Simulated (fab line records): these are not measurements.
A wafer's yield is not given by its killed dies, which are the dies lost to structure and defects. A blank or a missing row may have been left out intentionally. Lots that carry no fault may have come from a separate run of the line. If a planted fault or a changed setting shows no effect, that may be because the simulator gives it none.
Which tool did it? :: flow berkeley cmos170 :: Sampling: 15 lots, 45 wafers, 7 of 331 route steps

== WHAT EACH GAUGE READ, for each wafer ==
UCB170_PSD_TW_MEAS_10. Usual: PSD_TW gives 2332 (standard deviation 17).
lot: L657
measured: day 7 10:52
on: film metro-04
PSD_TW: 2336 2323 2329
flag: 

lot: L658
measured: day 7 11:08
on: film metro-04
PSD_TW: 2322 2322 2324
flag: 

lot: L655
measured: day 7 11:16
on: film metro-04
PSD_TW: 2320 2327 2326
flag: 

lot: L656
measured: day 7 11:34
on: film metro-04
PSD_TW: 2323 2328 2327
flag: 

lot: L663
measured: day 8 02:29
on: film metro-04
PSD_TW: 2322 2310 2301
flag: 

lot: L660
measured: day 8 02:41
on: film metro-04
PSD_TW: 2302 2313 2319
flag: 

lot: L661
measured: day 8 02:49
on: film metro-03
PSD_TW: 2344 2345 2341
flag: 

lot: L671
measured: day 9 21:07
on: film metro-04
PSD_TW: 2012 2016 2015
flag: OFF

lot: L668
measured: day 9 21:11
on: film metro-02
PSD_TW: 2336 2327 2331
flag: 

lot: L670
measured: day 9 21:16
on: film metro-04
PSD_TW: 2018 2008 2011
flag: OFF

lot: L667
measured: day 10 03:45
on: film metro-04
PSD_TW: 2338 2325 2319
flag: 

lot: L672
measured: day 10 04:02
on: film metro-02
PSD_TW: 2356 2328 2334
flag: 

lot: L669
measured: day 10 03:52
on: film metro-03
PSD_TW: 2016 2025 2023
flag: OFF

lot: L674
measured: day 11 05:54
on: film metro-03
PSD_TW: 2366 2348 2365
flag: 

lot: L677
measured: day 11 05:11
on: film metro-03
PSD_TW: 2366 2362 2348
flag: 

UCB170_SDANNEAL_RS_MEAS_02: measurement is done with a four-point probe. Usual: PSD_RS gives 75.5 ohm/sq (standard deviation 0.36).
lot: L657
measured: day 7 16:46
on: film metro-02
PSD_RS (ohm/sq): 75.5 75.9 75.4
flag: 

lot: L658
measured: day 7 16:44
on: film metro-03
PSD_RS (ohm/sq): 75.4 75.7 75.7
flag: 

lot: L655
measured: day 7 16:37
on: film metro-04
PSD_RS (ohm/sq): 75.6 76.0 75.6
flag: 

lot: L656
measured: day 7 17:08
on: film metro-04
PSD_RS (ohm/sq): 75.3 75.4 75.4
flag: 

lot: L663
measured: day 8 05:20
on: film metro-02
PSD_RS (ohm/sq): 75.3 75.5 75.4
flag: 

lot: L660
measured: day 8 05:43
on: film metro-04
PSD_RS (ohm/sq): 75.4 75.5 75.5
flag: 

lot: L661
measured: day 8 05:48
on: film metro-03
PSD_RS (ohm/sq): 75.5 75.3 75.2
flag: 

lot: L671
measured: day 10 01:41
on: film metro-02
PSD_RS (ohm/sq): 103.7 102.8 103.2
flag: OFF

lot: L668
measured: day 10 02:07
on: film metro-03
PSD_RS (ohm/sq): 75.5 75.7 75.7
flag: 

lot: L670
measured: day 10 02:07
on: film metro-04
PSD_RS (ohm/sq): 103.8 104.2 104.0
flag: OFF

lot: L667
measured: day 10 07:30
on: film metro-04
PSD_RS (ohm/sq): 75.2 75.3 75.0
flag: 

lot: L672
measured: day 10 08:30
on: film metro-03
PSD_RS (ohm/sq): 75.4 75.6 75.5
flag: 

lot: L669
measured: day 10 07:40
on: film metro-02
PSD_RS (ohm/sq): 105.9 105.1 105.7
flag: OFF

lot: L674
measured: day 11 10:46
on: film metro-04
PSD_RS (ohm/sq): 75.2 75.3 75.1
flag: 

lot: L677
measured: day 11 09:40
on: film metro-02
PSD_RS (ohm/sq): 75.2 75.6 75.2
flag: 

UCB170_V1_THK_MEAS_01. Usual: V1_TEOS_THK gives 1990 nm (standard deviation 28).
lot: L657
measured: day 8 05:35
on: film metro-01
V1_TEOS_THK (nm): 1988 2010 2024
flag: 

lot: L658
measured: day 8 05:31
on: film metro-01
V1_TEOS_THK (nm): 1979 1954 2004
flag: 

lot: L655
measured: day 8 05:31
on: film metro-03
V1_TEOS_THK (nm): 1954 2002 2031
flag: 

lot: L656
measured: day 8 05:40
on: film metro-03
V1_TEOS_THK (nm): 2017 1985 2015
flag: 

lot: L663
measured: day 9 01:25
on: film metro-01
V1_TEOS_THK (nm): 1938 1991 1969
flag: 

lot: L660
measured: day 8 21:24
on: film metro-02
V1_TEOS_THK (nm): 1965 2021 2000
flag: 

lot: L661
measured: day 9 01:29
on: film metro-01
V1_TEOS_THK (nm): 1979 2009 2002
flag: 

lot: L671
measured: day 10 15:47
on: film metro-01
V1_TEOS_THK (nm): 1982 1972 2043
flag: 

lot: L668
measured: day 10 15:47
on: film metro-02
V1_TEOS_THK (nm): 1946 1933 2005
flag: 

lot: L670
measured: day 10 15:47
on: film metro-03
V1_TEOS_THK (nm): 1988 2052 2001
flag: 

lot: L667
measured: day 10 19:52
on: film metro-03
V1_TEOS_THK (nm): 1955 2027 2005
flag: 

lot: L672
measured: day 10 19:53
on: film metro-01
V1_TEOS_THK (nm): 1982 2021 1992
flag: 

lot: L669
measured: day 10 19:52
on: film metro-02
V1_TEOS_THK (nm): 1995 2004 1987
flag: 

lot: L674
measured: day 11 22:06
on: film metro-01
V1_TEOS_THK (nm): 1970 2001 2013
flag: 

lot: L677
measured: day 11 21:57
on: film metro-02
V1_TEOS_THK (nm): 1977 1974 1989
flag: 

UCB170_V1_THK_MEAS_04. Usual: V1_POLISHED_THK gives 1000.3 nm (standard deviation 1.1).
lot: L657
measured: day 8 06:19
on: film metro-02
V1_POLISHED_THK (nm): 998.3 1001.6 1000.7
flag: 

lot: L658
measured: day 8 06:00
on: film metro-01
V1_POLISHED_THK (nm): 1002.5 1001.8 1000.7
flag: 

lot: L655
measured: day 8 06:00
on: film metro-02
V1_POLISHED_THK (nm): 1000.0 998.3 999.1
flag: 

lot: L656
measured: day 8 06:21
on: film metro-01
V1_POLISHED_THK (nm): 998.9 1000.1 999.9
flag: 

lot: L663
measured: day 9 01:54
on: film metro-02
V1_POLISHED_THK (nm): 1000.3 999.4 997.4
flag: 

lot: L660
measured: day 8 21:53
on: film metro-03
V1_POLISHED_THK (nm): 999.1 1000.0 998.4
flag: 

lot: L661
measured: day 9 01:58
on: film metro-03
V1_POLISHED_THK (nm): 999.4 998.7 999.0
flag: 

lot: L671
measured: day 10 16:34
on: film metro-03
V1_POLISHED_THK (nm): 1001.1 1000.5 1000.8
flag: 

lot: L668
measured: day 10 16:16
on: film metro-03
V1_POLISHED_THK (nm): 999.9 1001.4 1000.4
flag: 

lot: L670
measured: day 10 16:16
on: film metro-02
V1_POLISHED_THK (nm): 999.9 1000.6 1001.3
flag: 

lot: L667
measured: day 10 20:21
on: film metro-02
V1_POLISHED_THK (nm): 1000.2 1001.8 1002.2
flag: 

lot: L672
measured: day 10 20:40
on: film metro-02
V1_POLISHED_THK (nm): 1002.2 999.8 1001.2
flag: 

lot: L669
measured: day 10 20:34
on: film metro-01
V1_POLISHED_THK (nm): 1000.3 1000.1 1000.4
flag: 

lot: L674
measured: day 11 22:43
on: film metro-02
V1_POLISHED_THK (nm): 1001.5 1000.7 1001.7
flag: 

lot: L677
measured: day 11 22:26
on: film metro-02
V1_POLISHED_THK (nm): 999.1 1001.4 1002.2
flag: 

== WHICH TOOL RAN EACH LOT (tool, then ch and the chambers of the sampled wafers, then the start) ==
lot: L657
UCB170_GATE_ETCH_15: rie si-01 ch 0,2,3, day 7 00:58
UCB170_PSD_IMPLANT_08: implanter-03 ch 0, day 7 10:38
UCB170_PSD_STRIP_09: plasma asher-04 ch 0,1, day 7 10:46

lot: L658
UCB170_GATE_ETCH_15: rie si-02 ch 0,1,2, day 7 00:59
UCB170_PSD_IMPLANT_08: implanter-04 ch 0, day 7 10:47
UCB170_PSD_STRIP_09: plasma asher-01 ch 0,1, day 7 10:54

lot: L655
UCB170_GATE_ETCH_15: rie si-01 ch 0,3, day 7 01:15
UCB170_PSD_IMPLANT_08: implanter-02 ch 0, day 7 11:02
UCB170_PSD_STRIP_09: plasma asher-02 ch 0,1, day 7 11:09

lot: L656
UCB170_GATE_ETCH_15: rie si-02 ch 0,1,2, day 7 01:26
UCB170_PSD_IMPLANT_08: implanter-03 ch 0, day 7 11:19
UCB170_PSD_STRIP_09: plasma asher-01 ch 0,1, day 7 11:28

lot: L663
UCB170_GATE_ETCH_15: rie si-02 ch 0,3, day 7 17:46
UCB170_PSD_IMPLANT_08: implanter-04 ch 0, day 8 02:16
UCB170_PSD_STRIP_09: plasma asher-01 ch 0,1, day 8 02:23

lot: L660
UCB170_GATE_ETCH_15: rie si-01 ch 0,1,2, day 7 18:01
UCB170_PSD_IMPLANT_08: implanter-02 ch 0, day 8 02:26
UCB170_PSD_STRIP_09: plasma asher-02 ch 0,1, day 8 02:35

lot: L661
UCB170_GATE_ETCH_15: rie si-02 ch 2,3, day 7 18:15
UCB170_PSD_IMPLANT_08: implanter-04 ch 0, day 8 02:35
UCB170_PSD_STRIP_09: plasma asher-01 ch 0, day 8 02:43

lot: L671
UCB170_GATE_ETCH_15: rie si-01 ch 2,3, day 9 06:34
UCB170_PSD_IMPLANT_08: implanter-04 ch 0, day 9 20:53
UCB170_PSD_STRIP_09: plasma asher-02 ch 0,1, day 9 21:01

lot: L668
UCB170_GATE_ETCH_15: rie si-02 ch 1,2,3, day 9 06:49
UCB170_PSD_IMPLANT_08: implanter-02 ch 0, day 9 20:56
UCB170_PSD_STRIP_09: plasma asher-04 ch 0,1, day 9 21:05

lot: L670
UCB170_GATE_ETCH_15: rie si-01 ch 0,1,3, day 9 13:32
UCB170_PSD_IMPLANT_08: implanter-04 ch 0, day 9 21:01
UCB170_PSD_STRIP_09: plasma asher-02 ch 1, day 9 21:10

lot: L667
UCB170_GATE_ETCH_15: rie si-02 ch 0,3, day 9 13:44
UCB170_PSD_IMPLANT_08: implanter-02 ch 0, day 10 03:31
UCB170_PSD_STRIP_09: plasma asher-04 ch 0,1, day 10 03:38

lot: L672
UCB170_GATE_ETCH_15: rie si-01 ch 0,1,3, day 9 13:51
UCB170_PSD_IMPLANT_08: implanter-03 ch 0, day 10 03:49
UCB170_PSD_STRIP_09: plasma asher-01 ch 0,1, day 10 03:57

lot: L669
UCB170_GATE_ETCH_15: rie si-02 ch 0,1,3, day 9 14:01
UCB170_PSD_IMPLANT_08: implanter-04 ch 0, day 10 03:37
UCB170_PSD_STRIP_09: plasma asher-02 ch 0,1, day 10 03:46

lot: L674
UCB170_GATE_ETCH_15: rie si-01 ch 0,1,3, day 10 17:44
UCB170_PSD_IMPLANT_08: implanter-02 ch 0, day 11 05:39
UCB170_PSD_STRIP_09: plasma asher-02 ch 0,1, day 11 05:48

lot: L677
UCB170_GATE_ETCH_15: rie si-02 ch 1,2, day 10 18:13
UCB170_PSD_IMPLANT_08: implanter-03 ch 0, day 11 04:57
UCB170_PSD_STRIP_09: plasma asher-04 ch 0,1, day 11 05:04
- UCB170_GATE_ETCH_15: etches poly-Si in HBr/Cl2, stops on SiO2, time 56.3 s, target depth 278.2 nm.
- UCB170_PSD_IMPLANT_08
- UCB170_PSD_STRIP_09: strips in O2.

== WHAT THE TOOLS THEMSELVES READ (means of the sampled wafers that have a number; where no wafer has one, the mark that the record gives instead) ==
UCB170_GATE_ETCH_15. Usual: drypump motor current A 5.9 A, standard deviation 0.39; oes product au 0.821 a.u., standard deviation 0.012; throttle valve pct 26.60 %, standard deviation 0.19.
lot: L657
tool: rie si-01
drypump motor current A (A): 5.6
oes product au (a.u.): 0.820
throttle valve pct (%): 26.48
flag: 

lot: L658
tool: rie si-02
drypump motor current A (A): 6.0
oes product au (a.u.): 0.810
throttle valve pct (%): 26.47
flag: 

lot: L655
tool: rie si-01
drypump motor current A (A): 5.3
oes product au (a.u.): 0.812
throttle valve pct (%): 26.36
flag: 

lot: L656
tool: rie si-02
drypump motor current A (A): 6.0
oes product au (a.u.): 0.811
throttle valve pct (%): 26.48
flag: 

lot: L663
tool: rie si-02
drypump motor current A (A): 6.2
oes product au (a.u.): 0.820
throttle valve pct (%): 26.59
flag: 

lot: L660
tool: rie si-01
drypump motor current A (A): 5.8
oes product au (a.u.): 0.821
throttle valve pct (%): 26.68
flag: 

lot: L661
tool: rie si-02
drypump motor current A (A): 5.9
oes product au (a.u.): 0.833
throttle valve pct (%): 26.59
flag: 

lot: L671
tool: rie si-01
drypump motor current A (A): 5.7
oes product au (a.u.): 0.824
throttle valve pct (%): 26.57
flag: 

lot: L668
tool: rie si-02
drypump motor current A (A): 6.1
oes product au (a.u.): 0.822
throttle valve pct (%): 26.60
flag: 

lot: L670
tool: rie si-01
drypump motor current A (A): 5.7
oes product au (a.u.): 0.820
throttle valve pct (%): 26.57
flag: 

lot: L667
tool: rie si-02
drypump motor current A (A): 6.3
oes product au (a.u.): 0.841
throttle valve pct (%): 26.71
flag: 

lot: L672
tool: rie si-01
drypump motor current A (A): 5.7
oes product au (a.u.): 0.821
throttle valve pct (%): 26.57
flag: 

lot: L669
tool: rie si-02
drypump motor current A (A): 6.2
oes product au (a.u.): 0.817
throttle valve pct (%): 26.61
flag: 

lot: L674
tool: rie si-01
drypump motor current A (A): 5.7
oes product au (a.u.): 0.823
throttle valve pct (%): 26.56
flag: 

lot: L677
tool: rie si-02
drypump motor current A (A): 5.8
oes product au (a.u.): 0.816
throttle valve pct (%): 26.49
flag: 

UCB170_PSD_IMPLANT_08. Usual: dose ions cm2 3e+15, standard deviation 3.2e+12; end station pressure torr 1.26e-05 Torr, standard deviation 6.1e-07; faraday current uA 9265, standard deviation 180.
lot: L657
tool: implanter-03
dose ions cm2: 3e+15
end station pressure torr (Torr): 1.23e-05
faraday current uA: 9460
flag: 

lot: L658
tool: implanter-04
dose ions cm2: 3e+15
end station pressure torr (Torr): 1.30e-05
faraday current uA: 9158
flag: 

lot: L655
tool: implanter-02
dose ions cm2: 3e+15
end station pressure torr (Torr): 1.20e-05
faraday current uA: 9174
flag: 

lot: L656
tool: implanter-03
dose ions cm2: 3e+15
end station pressure torr (Torr): 1.21e-05
faraday current uA: 9164
flag: 

lot: L663
tool: implanter-04
dose ions cm2: 3e+15
end station pressure torr (Torr): 1.29e-05
faraday current uA: 9237
flag: 

lot: L660
tool: implanter-02
dose ions cm2: 3e+15
end station pressure torr (Torr): 1.27e-05
faraday current uA: 9414
flag: 

lot: L661
tool: implanter-04
dose ions cm2: 3e+15
end station pressure torr (Torr): 1.26e-05
faraday current uA: 9243
flag: 

lot: L671
tool: implanter-04
dose ions cm2: 2e+15
end station pressure torr (Torr): 9.67e-06
faraday current uA: 5768
flag: OFF

lot: L668
tool: implanter-02
dose ions cm2: 3e+15
end station pressure torr (Torr): 1.26e-05
faraday current uA: 9144
flag: 

lot: L670
tool: implanter-04
dose ions cm2: 2e+15
end station pressure torr (Torr): 9.57e-06
faraday current uA: 5782
flag: OFF

lot: L667
tool: implanter-02
dose ions cm2: 3e+15
end station pressure torr (Torr): 1.27e-05
faraday current uA: 9392
flag: 

lot: L672
tool: implanter-03
dose ions cm2: 3e+15
end station pressure torr (Torr): 1.29e-05
faraday current uA: 9312
flag: 

lot: L669
tool: implanter-04
dose ions cm2: 2e+15
end station pressure torr (Torr): 9.47e-06
faraday current uA: 5731
flag: OFF

lot: L674
tool: implanter-02
dose ions cm2: 3e+15
end station pressure torr (Torr): 1.22e-05
faraday current uA: 9236
flag: 

lot: L677
tool: implanter-03
dose ions cm2: 3e+15
end station pressure torr (Torr): 1.26e-05
faraday current uA: 9054
flag: 

UCB170_PSD_STRIP_09. Usual: drypump motor current A 5.6 A, standard deviation 0.56; oes product au 0.600 a.u., standard deviation 0.0043; strip time to endpoint s 29.40 s, standard deviation 0.074.
lot: L657
tool: plasma asher-04
drypump motor current A (A): 6.2
oes product au (a.u.): 0.601
strip time to endpoint s (s): 29.29
flag: 

lot: L658
tool: plasma asher-01
drypump motor current A (A): 4.8
oes product au (a.u.): 0.598
strip time to endpoint s (s): 29.39
flag: 

lot: L655
tool: plasma asher-02
drypump motor current A (A): 5.9
oes product au (a.u.): 0.600
strip time to endpoint s (s): 29.39
flag: 

lot: L656
tool: plasma asher-01
drypump motor current A (A): 5.1
oes product au (a.u.): 0.600
strip time to endpoint s (s): 29.39
flag: 

lot: L663
tool: plasma asher-01
drypump motor current A (A): 5.0
oes product au (a.u.): 0.600
strip time to endpoint s (s): 29.32
flag: 

lot: L660
tool: plasma asher-02
drypump motor current A (A): 5.9
oes product au (a.u.): 0.604
strip time to endpoint s (s): 29.41
flag: 

lot: L661
tool: plasma asher-01
drypump motor current A (A): 5.3
oes product au (a.u.): 0.601
strip time to endpoint s (s): 29.39
flag: 

lot: L671
tool: plasma asher-02
drypump motor current A (A): 5.9
oes product au (a.u.): 0.666
strip time to endpoint s (s): 24.79
flag: OFF

lot: L668
tool: plasma asher-04
drypump motor current A (A): 6.2
oes product au (a.u.): 0.597
strip time to endpoint s (s): 29.30
flag: 

lot: L670
tool: plasma asher-02
drypump motor current A (A): 6.0
oes product au (a.u.): 0.668
strip time to endpoint s (s): 24.69
flag: OFF

lot: L667
tool: plasma asher-04
drypump motor current A (A): 5.9
oes product au (a.u.): 0.601
strip time to endpoint s (s): 29.47
flag: 

lot: L672
tool: plasma asher-01
drypump motor current A (A): 5.1
oes product au (a.u.): 0.599
strip time to endpoint s (s): 29.54
flag: 

lot: L669
tool: plasma asher-02
drypump motor current A (A): 5.9
oes product au (a.u.): 0.677
strip time to endpoint s (s): 24.65
flag: OFF

lot: L674
tool: plasma asher-02
drypump motor current A (A): 5.9
oes product au (a.u.): 0.603
strip time to endpoint s (s): 29.38
flag: 

lot: L677
tool: plasma asher-04
drypump motor current A (A): 5.9
oes product au (a.u.): 0.598
strip time to endpoint s (s): 29.26
flag: 

== THE ANSWER, worked out from the rows above alone ==
Rule: take the mean of a lot's wafers that have a number; if it is more than 3 standard deviations from the usual mean, the lot is off. Also off: a lot with no number at a reading for which 4 or more lots have one. The other lots that the step has rows for count as sound. The gauges are gone through in route order, then the tools' own readings, and for those a lot's mean is taken as printed above. The first step at which some lot is off is used, and at that step the reading that is off furthest; a lot without a number counts as furthest.
Off: at UCB170_PSD_TW_MEAS_10 (PSD_TW), L671, L670, L669.
If a tool, at a process step before that reading, ran all the lots that are off and no sound lot after the first of them, it fits. Not tried: the gauges at UCB170_PSD_TW_MEAS_10; whatever is off there is also off at UCB170_PSD_IMPLANT_08, on other tools, and gauge error can't account for it. One fits: implanter-04 at UCB170_PSD_IMPLANT_08. A fault onset in the window from L661 (day 8 02:35, its last sound lot) to L671 (day 9 20:53, its first lot off) fits.
The tool's own readings at UCB170_PSD_IMPLANT_08 bear it out: on the lots that are off they differ by more than 5 times the standard deviation of the sound lots' means. dose ions cm2 reads 2e+15 there against 3e+15 on the sound lots; end station pressure torr reads 9.57e-06 Torr there against 1.26e-05 Torr on the sound lots; faraday current uA reads 5760 there against 9249 on the sound lots.

== WHAT THE SIMULATOR HAD PUT IN ==
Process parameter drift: implanter-04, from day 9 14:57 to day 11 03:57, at UCB170_PSD_IMPLANT_08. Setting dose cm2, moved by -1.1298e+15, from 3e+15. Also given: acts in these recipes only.
Shown lots that were struck: L671, L670, L669. The rule given above showed the same thing.
